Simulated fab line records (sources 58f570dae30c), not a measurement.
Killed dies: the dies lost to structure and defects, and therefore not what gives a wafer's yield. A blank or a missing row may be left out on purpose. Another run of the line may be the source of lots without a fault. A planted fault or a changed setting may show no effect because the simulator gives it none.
fab line records | flow berkeley-cmos170
[record] lots = 7 | wafers = 21 | last-day = 12
route steps=331 shown GATE@129
lots that met no fault: taken from a fault-free run of the same line
start-h: the number of hours between the record's first day and the start of the first shown wafer of the lot | wait-h: hours since the lot's step before | " unchanged from the row above | L1.1+2: one row covering several wafers at once | - no value present, or no start provided | * or withheld: withheld | < > ~ a bound
route shown NAME@n: names a module that has steps shown in the file, with the first one's number in the route | usual: mean/standard deviation taken from wafers without a fault | same: alike in all rows | chamber/n: place in a boat | sites: the reading at each site | _std_site: their standard deviation | _edge_site: outer sites' mean less inner sites' | radius-mm: how far each site lies from the wafer's centre | mask NAME#n: copy n | behind: the most recent tool/chamber to have shaped the wafer | hold: cause of the lot's hold/its duration in hours/its outcome | device: which transistor (n, p or np) failed to switch | end of line: the same wafers' tests at the end of the route | where a step has no rows: the recipe by itself | killed: at the first sort, the dies lost to defects and structure; wafer yield is something else | map: a wafer's dies, marking killed ones x, the rest . and places with no die _
set.NAME: the setting that was run; set.NAME@STEP: the one run at that earlier step | model.NAME: the simulator's own value behind a step, which no gauge read
certain route steps with their lots: each step a table, each wafer a row
services: when a tool's chamber went out of use (start-h, in hours from the record's first day, below 0 if earlier), for how many hours, and the reason
[[steps]]
[step UCB170_GATE_ANNEAL_03]
[recipe] temp-c = 900 | time-s = 1800 | ambient = N2
[step UCB170_GATE_CVD_04]
[recipe] material = poly-Si | temp-c = 610 | precursor = SiH4 | time-s = 1440 | pressure-mtorr = 375 | target-thk-nm = 214 | sih4-flow-sccm = 120
[step UCB170_GATE_THK_MEAS_05]
[recipe] reads = poly-Si_of_GATE_CVD_04
[usual] GATE_POLY_THK = 213.1/2.2
lot.wafer | tool          | chamber | start-h | wait-h | GATE_POLY_THK[nm]
L197.3    | film-metro-02 | -       | 166.07  | 0.0    | 215.4
L197.4    | "             | -       | "       | "      | 212.7
L197.6    | "             | -       | "       | "      | 213.7
L202.1    | film-metro-02 | -       | 197.79  | 0.0    | 213.5
L202.4    | "             | -       | "       | "      | 210.4
L202.5    | "             | -       | "       | "      | 211.6
L204.2    | film-metro-04 | -       | 197.80  | 0.0    | 212.7
L204.3    | "             | -       | "       | "      | 212.2
L204.4    | "             | -       | "       | "      | 212.6
L205.1    | film-metro-03 | -       | 197.85  | 0.1    | 214.5
L205.4    | "             | -       | "       | "      | 214.6
L205.5    | "             | -       | "       | "      | 214.1
L206.1    | film-metro-02 | -       | 197.85  | 0.1    | 215.4
L206.4    | "             | -       | "       | "      | 215.0
L206.5    | "             | -       | "       | "      | 214.4
L212.3    | film-metro-03 | -       | 226.49  | 0.0    | 210.0
L212.4    | "             | -       | "       | "      | 212.1
L212.6    | "             | -       | "       | "      | 210.4
L214.1    | film-metro-04 | -       | 240.36  | 0.0    | 213.1
L214.2    | "             | -       | "       | "      | 214.6
L214.5    | "             | -       | "       | "      | 213.4
[step UCB170_GATE_COAT_06]
[recipe] resist = BARC | temp-c = withheld | time-s = withheld | spin-rpm = 3000 | resist-thk-nm = withheld
[step UCB170_GATE_COAT_07]
[recipe] resist = KrF | spin-rpm = 1500 | resist-thk-nm = 900
[step UCB170_GATE_SOFTBAKE_08]
[recipe] resist = KrF | temp-c = 130 | time-s = 60
[step UCB170_GATE_EXPOSE_09]
[recipe] mask-id = POLY | target-cd-nm = 350 | na = 0.5 | sigma-outer = 0.6 | source-shape = conventional | dose-mj = 21
[step UCB170_GATE_PEB_10]
[recipe] peb-temp-c = 130 | peb-time-s = withheld | resist = KrF
[step UCB170_GATE_DEVELOP_11]
[recipe] developer = TMAH | develop-time-s = 45 | resist = KrF | dev-temp-c = 21
[step UCB170_GATE_CD_MEAS_12]
[recipe] target-cd-nm = 350
[usual] cd-nm = 350.2/1.4
lot.wafer | tool      | chamber | start-h | wait-h | cd-nm
L197.3    | cd-sem-01 | -       | 167.26  | -      | 349.9
L197.4    | "         | -       | "       | "      | 350.7
L197.6    | "         | -       | "       | "      | 349.7
L204.2    | cd-sem-02 | -       | 199.62  | -      | 349.9
L204.3    | "         | -       | "       | "      | 352.3
L204.4    | "         | -       | "       | "      | 350.4
L202.1    | cd-sem-02 | -       | 199.88  | -      | 351.6
L202.4    | "         | -       | "       | "      | 349.8
L202.5    | "         | -       | "       | "      | 350.3
L206.1    | cd-sem-02 | -       | 200.60  | -      | 351.7
L206.4    | "         | -       | "       | "      | 350.6
L206.5    | "         | -       | "       | "      | 350.2
L205.1    | cd-sem-02 | -       | 201.08  | -      | 351.1
L205.4    | "         | -       | "       | "      | 351.5
L205.5    | "         | -       | "       | "      | 351.3
L212.3    | cd-sem-01 | -       | 227.78  | -      | 349.4
L212.4    | "         | -       | "       | "      | 350.5
L212.6    | "         | -       | "       | "      | 350.9
L214.1    | cd-sem-02 | -       | 242.48  | -      | 347.6
L214.2    | "         | -       | "       | "      | 347.1
L214.5    | "         | -       | "       | "      | 348.2
[step UCB170_GATE_OVL_MEAS_13]
[usual] GATE_OVL = 5/4.5
lot.wafer | tool       | chamber | start-h | wait-h | GATE_OVL[nm]
L197.3    | overlay-02 | -       | 167.35  | 0.1    | 6
L197.4    | "          | -       | "       | "      | 9
L197.6    | "          | -       | "       | "      | 11
L204.2    | overlay-02 | -       | 199.73  | 0.1    | -1
L204.3    | "          | -       | "       | "      | 3
L204.4    | "          | -       | "       | "      | 0
L202.1    | overlay-01 | -       | 200.00  | 0.1    | 2
L202.4    | "          | -       | "       | "      | 3
L202.5    | "          | -       | "       | "      | -1
L206.1    | overlay-01 | -       | 200.72  | 0.1    | 4
L206.4    | "          | -       | "       | "      | 10
L206.5    | "          | -       | "       | "      | 9
L205.1    | overlay-01 | -       | 201.20  | 0.1    | 0
L205.4    | "          | -       | "       | "      | 5
L205.5    | "          | -       | "       | "      | 11
L212.3    | overlay-01 | -       | 227.87  | 0.1    | -2
L212.4    | "          | -       | "       | "      | 8
L212.6    | "          | -       | "       | "      | 4
L214.1    | overlay-02 | -       | 242.60  | 0.1    | 4
L214.2    | "          | -       | "       | "      | 6
L214.5    | "          | -       | "       | "      | -3
[step UCB170_GATE_ETCH_14]
[recipe] chemistry = N2/H2 | target-depth-a = withheld | overetch-a = withheld | target = BARC | time-s = withheld | source-w = 500 | bias-w = 100 | pressure-mtorr = 30 | n2-flow-sccm = 100 | h2-flow-sccm = 200
[usual] drypump-motor-current-A = 5.4/0.46 | oes-product-au = 0.990/0.02 | throttle-valve-pct = 13.35/0.12
lot.wafer | tool        | chamber | start-h | wait-h | drypump-motor-current-A | oes-product-au | throttle-valve-pct
L197.3    | rie-diel-03 | 3       | 167.37  | 0.0    | 4.7                     | 1.023          | 13.61
L197.4    | "           | 0       | "       | "      | 5.5                     | 1.010          | 13.36
L197.6    | "           | 0       | "       | "      | 5.5                     | 1.019          | 13.34
L204.2    | rie-diel-04 | 0       | 199.76  | 0.0    | 5.0                     | 0.978          | 13.31
L204.3    | "           | 2       | "       | "      | 5.1                     | 0.969          | 13.27
L204.4    | "           | 1       | "       | "      | 5.3                     | 1.003          | 13.42
L202.1    | rie-diel-02 | 2       | 200.03  | 0.0    | 5.3                     | 0.987          | 13.52
L202.4    | "           | 0       | "       | "      | 6.2                     | 0.961          | 13.41
L202.5    | "           | 1       | "       | "      | 5.6                     | 0.994          | 13.35
L206.1    | rie-diel-02 | 1       | 200.75  | 0.0    | 5.6                     | 0.984          | 13.34
L206.4    | "           | 0       | "       | "      | 6.2                     | 0.962          | 13.39
L206.5    | "           | 3       | "       | "      | 5.6                     | 1.000          | 13.18
L205.1    | rie-diel-03 | 3       | 201.23  | 0.0    | 4.7                     | 1.029          | 13.63
L205.4    | "           | 1       | "       | "      | 6.4                     | 1.008          | 13.24
L205.5    | "           | 3       | "       | "      | 4.7                     | 1.034          | 13.60
L212.3    | rie-diel-04 | 0       | 227.90  | 0.0    | 5.1                     | 0.967          | 13.31
L212.4    | "           | 2       | "       | "      | 5.0                     | 0.958          | 13.27
L212.6    | "           | 0       | "       | "      | 5.1                     | 0.988          | 13.30
L214.1    | rie-diel-03 | 0       | 242.64  | 0.0    | 5.5                     | 1.013          | 13.35
L214.2    | "           | 1       | "       | "      | 6.4                     | 1.010          | 13.26
L214.5    | "           | 0       | "       | "      | 5.5                     | 1.008          | 13.33
[step UCB170_GATE_ETCH_15]
[recipe] chemistry = HBr/Cl2 | target = poly-Si | stop-on = SiO2 | over-etch-frac = 0.3 | icp-w = 300 | bias-w = 150 | time-s = 56.3 | pressure-mtorr = 15 | HBr_flow_sccm = 150 | Cl2_flow_sccm = 50 | target-depth-a = 2782
[usual] drypump-motor-current-A = 5.9/0.31 | he-backside-leak-sccm = 2.56/0.23 | oes-product-au = 0.832/0.015 | throttle-valve-pct = 26.62/0.18
lot.wafer | tool      | chamber | start-h | wait-h | drypump-motor-current-A | he-backside-leak-sccm | oes-product-au | rf-hours-counter-h | throttle-valve-pct | model.KrF_of_GATE_COAT_07.thk-nm
L197.3    | rie-si-02 | 1       | 167.42  | -      | 6.5                     | 2.82                  | 0.841          | 0                  | 26.47              | 778.3
L197.4    | "         | 3       | "       | "      | 5.5                     | 2.41                  | 0.855          | 2                  | 26.83              | 779.9
L197.6    | "         | 2       | "       | "      | 5.8                     | 2.28                  | 0.827          | -                  | 26.76              | 776.3
L204.2    | rie-si-01 | 0       | 199.80  | -      | 6.1                     | 2.63                  | 0.843          | 68                 | 26.78              | 768.3
L204.3    | "         | 1       | "       | "      | 6.0                     | 2.58                  | 0.828          | 62                 | 26.55              | 776.4
L204.4    | "         | 3       | "       | "      | 5.6                     | 2.49                  | 0.802          | 3                  | 26.28              | 770.1
L202.1    | rie-si-02 | 2       | 200.08  | -      | 5.8                     | 2.50                  | 0.835          | 84                 | 26.74              | 777.4
L202.4    | "         | 3       | "       | "      | 5.5                     | 2.45                  | 0.832          | 2                  | 26.83              | 777.2
L202.5    | "         | 1       | "       | "      | 6.5                     | 2.72                  | 0.856          | -                  | 26.48              | 780.5
L206.1    | rie-si-02 | 0       | 200.80  | -      | 6.0                     | 2.35                  | 0.841          | 0                  | 26.57              | 779.4
L206.4    | "         | 2       | "       | "      | 5.8                     | 2.26                  | 0.840          | 84                 | 26.76              | 776.8
L206.5    | "         | 1       | "       | "      | 6.6                     | 2.78                  | 0.860          | -                  | 26.48              | 781.6
L205.1    | rie-si-02 | 0       | 201.28  | -      | 6.0                     | 2.40                  | 0.836          | 0                  | 26.59              | 777.5
L205.4    | "         | 2       | "       | "      | 5.8                     | 2.35                  | 0.835          | 84                 | 26.76              | 778.7
L205.5    | "         | 1       | "       | "      | 6.6                     | 2.86                  | 0.864          | -                  | 26.47              | 787.1
L212.3    | rie-si-01 | 1       | 227.94  | -      | 5.9                     | 2.65                  | 0.817          | 63                 | 26.54              | 778.8
L212.4    | "         | 0       | "       | "      | 6.1                     | 2.63                  | 0.852          | 68                 | 26.77              | 773.4
L212.6    | "         | 2       | "       | "      | 6.0                     | 2.71                  | 0.828          | -                  | 26.71              | 777.6
L214.1    | rie-si-01 | 2       | 242.68  | -      | 6.0                     | 2.55                  | 0.833          | 11                 | 26.73              | 774.5
L214.2    | "         | 0       | "       | "      | 6.1                     | 2.57                  | 0.848          | 68                 | 26.77              | 772.4
L214.5    | "         | 3       | "       | "      | 5.6                     | 2.57                  | 0.810          | -                  | 26.28              | 770.6
[step UCB170_GATE_STRIP_16]
[recipe] chemistry = O2 | power-w = 400 | pressure-mtorr = 3500 | platen-temp-c = withheld | o2-flow-sccm = 400 | overash-fraction = 0.5
[usual] drypump-motor-current-A = 6.1/0.31 | o2-flow-sccm = 399.9/1.2 | oes-product-au = 0.724/0.0047
lot.wafer | tool            | chamber | start-h | wait-h | drypump-motor-current-A | o2-flow-sccm | oes-product-au | rf-hours-counter-h
L197.3    | plasma-asher-01 | 1       | 167.50  | 0.1    | 6.4                     | 400.0        | 0.724          | -
L197.4    | "               | 0       | "       | "      | 5.7                     | 399.5        | 0.722          | -
L197.6    | "               | 0       | "       | "      | 5.6                     | 398.3        | 0.722          | -
L204.2    | plasma-asher-03 | 0       | 199.85  | 0.0    | 6.2                     | 401.0        | 0.726          | 8
L204.3    | "               | 0       | "       | "      | 6.3                     | 400.9        | 0.720          | -
L204.4    | "               | 1       | "       | "      | 5.8                     | 399.3        | 0.727          | -
L202.1    | plasma-asher-01 | 0       | 200.12  | 0.0    | 5.6                     | 399.1        | 0.719          | 44
L202.4    | "               | 0       | "       | "      | 5.6                     | 398.4        | 0.721          | -
L202.5    | "               | 1       | "       | "      | 6.4                     | 400.3        | 0.722          | -
L206.1    | plasma-asher-03 | 1       | 200.84  | 0.0    | 5.8                     | 399.2        | 0.728          | 8
L206.4    | "               | 0       | "       | "      | 6.2                     | 397.6        | 0.734          | -
L206.5    | "               | 0       | "       | "      | 6.2                     | 398.2        | 0.724          | -
L205.1    | plasma-asher-01 | 1       | 201.32  | 0.0    | 6.4                     | 397.6        | 0.718          | 44
L205.4    | "               | 1       | "       | "      | 6.4                     | 399.6        | 0.725          | -
L205.5    | "               | 1       | "       | "      | 6.4                     | 398.2        | 0.736          | -
L212.3    | plasma-asher-03 | 1       | 228.02  | 0.1    | 5.8                     | 401.3        | 0.724          | -
L212.4    | "               | 0       | "       | "      | 6.2                     | 399.9        | 0.729          | -
L212.6    | "               | 1       | "       | "      | 5.8                     | 400.2        | 0.734          | -
L214.1    | plasma-asher-02 | 1       | 242.73  | 0.0    | 6.1                     | 399.5        | 0.719          | 56
L214.2    | "               | 0       | "       | "      | 6.4                     | 398.9        | 0.732          | 56
L214.5    | "               | 0       | "       | "      | 6.4                     | 400.4        | 0.720          | -
[[services]]
tool            | chamber | start-h | hours | kind
plasma-asher-03 | -       | 145.22  | 15.6  | pm
rie-diel-04     | 0       | 155.23  | 4.6   | repair
rie-diel-02     | 1       | 158.02  | 3.9   | repair
rie-diel-02     | -       | 184.25  | 0.2   | repair
rie-diel-04     | 0       | 186.21  | -     | clean
rie-diel-04     | 0       | 186.21  | 12.9  | scheduled-down
rie-diel-04     | 0       | 186.21  | 12.9  | vent-cycle
plasma-asher-03 | -       | 192.05  | 3.4   | repair
plasma-asher-02 | -       | 196.18  | 2.3   | repair
rie-si-02       | -       | 196.35  | 0.1   | repair
rie-si-01       | 1       | 206.28  | 8.7   | repair
rie-si-01       | 3       | 207.58  | 1.9   | repair
rie-diel-04     | 3       | 215.39  | 4.1   | repair
plasma-asher-02 | -       | 226.22  | 3.6   | repair
rie-diel-02     | 0       | 238.93  | 3.3   | repair
[[key]]
first-sign none at tools or gauges
[model-effect] step = UCB170_GATE_ETCH_15 | value = KrF_of_GATE_COAT_07.thk-nm | without = 777.6 | struck = 783
met-at UCB170_GATE_ETCH_15
struck-wafers L202.5,L205.5,L206.5
tester-left-out L202,L205,L206
onset-between 167.42 200.08
[fault] kind = process-parameter-drift | tool = rie-si-02 | chamber = 1 | onset-h = 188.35 | steps = UCB170_GATE_ETCH_15 | channel = target-depth-a | offset = * | shape = step | end-h = 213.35 | stated = *
// tester-left-out: of these lots the tester's yield and bins aren't shown, on N5 and GAA mostly nor the transistor test; their killed dies are dies lost to structure and defects alone, not to doping, threshold or leakage, so they don't give the yield
